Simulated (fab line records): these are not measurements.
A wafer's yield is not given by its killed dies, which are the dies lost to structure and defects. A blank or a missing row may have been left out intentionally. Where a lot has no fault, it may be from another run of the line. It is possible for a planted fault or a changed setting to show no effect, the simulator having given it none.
A lot that was struck, set against a sound lot :: flow berkeleyCmos170 :: 17 steps out of a route of 331
Sound: the wafers L169.1, L169.3, L169.5. Wafers struck: L175.1, L175.3, L175.6. The cause comes at the end.
Per side, at each step with rows, come the tool, then ch with its chambers, and then its first start. Under that, the readings that differ: sound wafers :: struck wafers :: difference of the means :: sigmas: that difference in standard deviations of wafers without a fault.
alike: readings with means less than 2 such deviations apart, plus words and numbers identical on both sides. not compared: withheld readings, readings lacking a value on some wafer, bounds such as >300 that could conceal the same value, and numbers that have no deviation in the record and whose values overlap.
Wherever a step has rows on one side only, a row that says differs or no value, or a row with sigmas, the two part there. Non-overlapping numbers with no deviation appear without sigmas and do not part them. A reading that every wafer of one side lacks parts them only if that side has two wafers or more.

UCB170_PWELL_THK_MEAS_03:
  struck on filmMetro-02, day 4 07:08; sound on filmMetro-02, day 2 22:31
  alike: PWELL_OXIDE_THK
then, 2 steps without rows for these wafers: UCB170_PWELL_ANNEAL_04 (time 900 s); UCB170_PWELL_CVD_05 (deposits Si3N4 from SiH2Cl2/NH3, target thk 220 nm, time 3300 s).
UCB170_PWELL_THK_MEAS_06:
  struck on filmMetro-04, day 4 12:40; sound on filmMetro-04, day 3 08:02
  alike: PWELL_NITRIDE_THK
then, 6 steps without rows for these wafers: UCB170_PWELL_HMDS_07 (prime time 60 s); UCB170_PWELL_COAT_08 (resist thk 900 nm); UCB170_PWELL_SOFTBAKE_09 (time 57.06 s); UCB170_PWELL_EXPOSE_10 (exposes mask PWELL, target cd 3000 nm); UCB170_PWELL_PEB_11; UCB170_PWELL_DEVELOP_12 (develop time 45 s).
UCB170_PWELL_OVL_MEAS_13:
  struck on overlay-01, day 4 14:01; sound on overlay-01, day 3 09:27
  alike: PWELL_OVL
UCB170_PWELL_ETCH_14: etches Si3N4 in CH3F/Ar/O2, stops on SiO2, target depth 242 nm, time 151 s.
  sound on rieDiel-01 ch 1,3, day 3 09:29; struck on rieDiel-01 ch 0,1,3, day 4 14:02
  alike: drypumpMotorCurrentA, oesProductAu, throttleValvePct
  not compared: rfHoursCounterH
UCB170_PWELL_IMPLANT_15:
  sound on implanter-03 ch 0, day 3 09:35; struck on implanter-02 ch 0, day 4 14:14
reading: implantIonAmu
sound: 11 11 11
struck: 49 49 49
difference: +38
sigmas: 

reading: model.implant.rpNm (nm)
sound: 186.3 186.3 186.3
struck: 43.35 43.35 43.35
difference: -142.95
sigmas: 

reading: model.implant.drpNm (nm)
sound: 64.7 64.7 64.7
struck: 21.23 21.23 21.23
difference: -43.47
sigmas: 
UCB170_PWELL_STRIP_16: strips in O2.
  sound on plasmaAsher-03 ch 0,1, day 3 09:44; struck on plasmaAsher-01 ch 0,1, day 4 14:23
  alike: drypumpMotorCurrentA, oesProductAu, stripTimeToEndpointS
  not compared: rfHoursCounterH
UCB170_PWELL_TW_MEAS_17:
  struck on filmMetro-02, day 4 14:29; sound on filmMetro-02, day 3 09:50
reading: PWELL_TW
sound: 380.9 379.7 378.7
struck: 647.9 649.2 650.3
difference: +269.4
sigmas: +99 or more
then, 1 step without rows for these wafers: UCB170_PWELL_CLEAN_18 (cleans in SPM, time 600 s).
-- the record jumps here: 6 days lie between the struck wafers' starts before and after (it left off in module PWELL and takes up again in module M3, whose first step shown is number 331 of the route) --
UCB170_M3_PROBE_99:
  record: rows for the struck wafers here (prober-02, day 10 03:32), none for the sound ones

## WHERE THEY PART
First at UCB170_PWELL_TW_MEAS_17; last, within this record, at UCB170_M3_PROBE_99.

WHY: what had been put in by the simulator
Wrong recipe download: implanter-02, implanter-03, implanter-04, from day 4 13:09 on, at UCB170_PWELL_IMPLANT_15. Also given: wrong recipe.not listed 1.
